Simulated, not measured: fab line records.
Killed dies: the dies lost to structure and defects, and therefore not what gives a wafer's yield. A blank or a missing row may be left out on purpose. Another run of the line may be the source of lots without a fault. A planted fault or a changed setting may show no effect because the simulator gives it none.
A struck lot beside a sound one ; flow rit cmos ; 17 out of 202 route steps
Sound: these wafers, L893.3, L893.4, L893.6. Struck: wafers L900.1, L900.4, L900.5. The cause is named last.
Order at every step that has rows: each side's tool, ch and its chambers, its first start. Under that, the readings that differ: sound wafers ; struck wafers ; difference of the means ; sigmas: that difference in standard deviations of wafers without a fault.
alike: same words and numbers on both sides, and readings whose means sit less than 2 such deviations apart. not compared: any withheld reading, any reading some wafer has no value for, any bound like >300 that may hide the same value, and any number with overlapping values for which the record gives no deviation.
The two part at a step that has a row with sigmas, a row that says differs or no value, or rows on one side only. Numbers that have no deviation but don't overlap get no sigmas and don't part them. Lack of a reading on every wafer of one side parts them only where that side has two or more wafers.

first, 1 step without rows for these wafers: RIT_GATE_HARDBAKE_18 (time 60 s).
RIT_GATE_ETCH_19: etches poly-Si in SF6/CHF3/O2, stops on SiO2, time 165 s, target depth 312.5 nm.
  sound on rie si-01 ch 0,1, day 4 01:34; struck on rie si-02 ch 0,2,3, day 5 13:30
  alike: drypump motor current A, oes product au, throttle valve pct
  not compared: rf hours counter h
RIT_GATE_STRIP_20: strips in O2, time 180 s.
  sound on plasma asher-04 ch 0,1, day 4 01:44; struck on plasma asher-03 ch 0,1, day 5 13:36
reading;sound;struck;difference;sigmas
drypump motor current A (A);4.8 5.4 4.8;6.2 5.9 6.2;+1.1;+3
  not compared: rf hours counter h
RIT_GATE_CD_MEAS_90 targets a cd of 150 nm.
  sound on cd sem-01 at day 4 01:53; struck on cd sem-01 at day 5 13:47
  alike: cd nm
then, 4 steps without rows for these wafers: RIT_REOX_CLEAN_00 (cleans in SC1, time 600 s); RIT_REOX_CLEAN_01 (cleans in dHF, time 30 s); RIT_REOX_CLEAN_02 (cleans in SC2, time 600 s); RIT_REOX_OXIDATION_03 (target thk 25.2 nm, ox time 5854 s).
RIT_REOX_THK_MEAS_04:
  sound on film metro-03 at day 4 04:55; struck on film metro-04 at day 5 17:58
  alike: REOX_OXIDE_THK
then, 3 steps without rows for these wafers: RIT_NLDD_HMDS_00 (prime time 60 s); RIT_NLDD_COAT_01 (resist thk 1000 nm); RIT_NLDD_SOFTBAKE_02 (time 60 s).
RIT_NLDD_EXPOSE_03: exposes mask M7, target cd 40700 nm.
  sound on iline stepper-02 ch 0, day 4 05:41; struck on iline stepper-01 ch 0, day 5 18:36
reading;sound;struck;difference;sigmas
model.NLDD.overlay x nm (nm);0.7905 0.7905 0.7905;-179.7 -179.7 -179.7;-180.5;
  alike: mask, stage vel mm s
then, 2 steps without rows for these wafers: RIT_NLDD_PEB_04; RIT_NLDD_DEVELOP_05 (develop time 50 s).
RIT_NLDD_OVL_MEAS_06:
  sound on overlay-01 at day 4 06:04; struck on overlay-01 at day 5 19:12
reading;sound;struck;difference;sigmas
NLDD_OVL (nm);-1.7 -1.0 -0.7;-180.5 -178.7 -180.1;-178.6;-99 or more
  not compared: hold
RIT_M1_PROBE_99:
  the record holds rows for the sound wafers here (prober-01, day 4 22:53) but none for the struck ones

WHERE THEY PART
Last at RIT_M1_PROBE_99 as far as this record goes, first at RIT_GATE_STRIP_20.

WHY: whatever the simulator had introduced
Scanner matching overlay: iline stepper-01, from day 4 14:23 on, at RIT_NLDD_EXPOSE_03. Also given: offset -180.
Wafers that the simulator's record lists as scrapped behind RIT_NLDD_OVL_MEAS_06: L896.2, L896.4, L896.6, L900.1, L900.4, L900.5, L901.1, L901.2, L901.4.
